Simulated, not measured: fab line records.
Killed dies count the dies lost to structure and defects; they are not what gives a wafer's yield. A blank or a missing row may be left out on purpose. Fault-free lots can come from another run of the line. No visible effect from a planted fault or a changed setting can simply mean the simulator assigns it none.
Code-filled problem report in 8D (eight disciplines) form | flow rit_cmos | the parts of the form that need people (team, actions taken, sign-off) are left out

## 1. PROBLEM STATEMENT
Wafers free of any fault read 115.93 ohm/sq (standard deviation 0.24) for PSD_RS at RIT_SDANNEAL_RS_MEAS_04, against a mean of 118.08 ohm/sq on 6 wafers of 2 lots. That puts it +8.9 standard deviations away from the usual mean.
The step: measures by four-point-probe.
First seen on wafer L958.1, day 4 18:14, on film_metro-04. The record has a number at this step for 42 wafers belonging to 14 lots. The rule behind "out" and "out of limits": a value lying over 4 standard deviations away from the usual mean. The other wafers with a number count as sound.

## 2. WHAT IT IS; WHAT IT IS NOT
question                    | is                           | is not
which readings at this step | PSD_RS                       | -
which lots                  | L958, L959                   | L950, L951, L952, L953, L954, L955, L957, L966, L967, L969, L972, L973
which wafers of those lots  | all that have a number       | -
read on which gauges        | film_metro-03, film_metro-04 | film_metro-01
when                        | from day 4 18:14             | up to then (21 sound wafers); but 15 sound wafers of L966, L967, L969, L972, L973 came after

## 3. WHAT RULES OUT EACH SUSPECT
Counting: a tool at a process step up to the reading stays a suspect if it ran every lot that is out and no sound lot after the first of them.
- the gauge at RIT_SDANNEAL_RS_MEAS_04 is ruled out. The wafers that are out were read on 2 gauges (film_metro-03, film_metro-04).
- implanter-02 at RIT_PSD_IMPLANT_08: ruled out as a lasting fault. The sound lots L972 went through it after L958, its earliest lot that is out (day 4 17:26).
Left after counting: nothing in the record.

## 4. THE CAUSE (what the simulator had put in)
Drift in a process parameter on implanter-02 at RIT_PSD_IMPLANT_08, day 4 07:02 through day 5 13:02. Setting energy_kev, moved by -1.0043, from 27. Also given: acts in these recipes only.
The count ruled it out by mistake, since the rule takes a fault to strike every lot its tool runs from the start of the fault on, and this one did not do so.

## 5. THE EFFECT CHAIN, in route order
One row per reading whose mean, taken over the struck wafers that have a number, lies over 3 standard deviations from the usual. Scope: only readings with a usual standard deviation given in the record; hours: median across lots of the time from each lot's start at the first step in this table that gives one to its start at this step; sigmas: change in usual standard deviations.
hours | step                    | reading         | usual         | on struck wafers | change | sigmas
0     | RIT_PSD_IMPLANT_08      | beam_energy_keV | 27.003        | 26.000           | -1.003 | -99 or more
1     | RIT_SDANNEAL_RS_MEAS_04 | PSD_RS          | 115.93 ohm/sq | 118.08           | +2.14  | +8.9
Here are the process steps it includes:
- RIT_PSD_IMPLANT_08
At these later measuring or inspecting steps, every struck wafer for which the step has a row has a number for every such reading, and none has moved that far: RIT_CONTACT_CD_MEAS_08, RIT_M1_RS_MEAS_01.

## 6. HOW IT WOULD HAVE BEEN CAUGHT EARLIER
The first out-of-limits reading at a measuring or inspecting step in this record came at day 4 18:14, 11 hours after the fault's start at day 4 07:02.
The tool's own readings at RIT_PSD_IMPLANT_08 were out on every struck wafer that the step has a row for (beam_energy_keV): an alarm limit on them would have fired on the first of those.
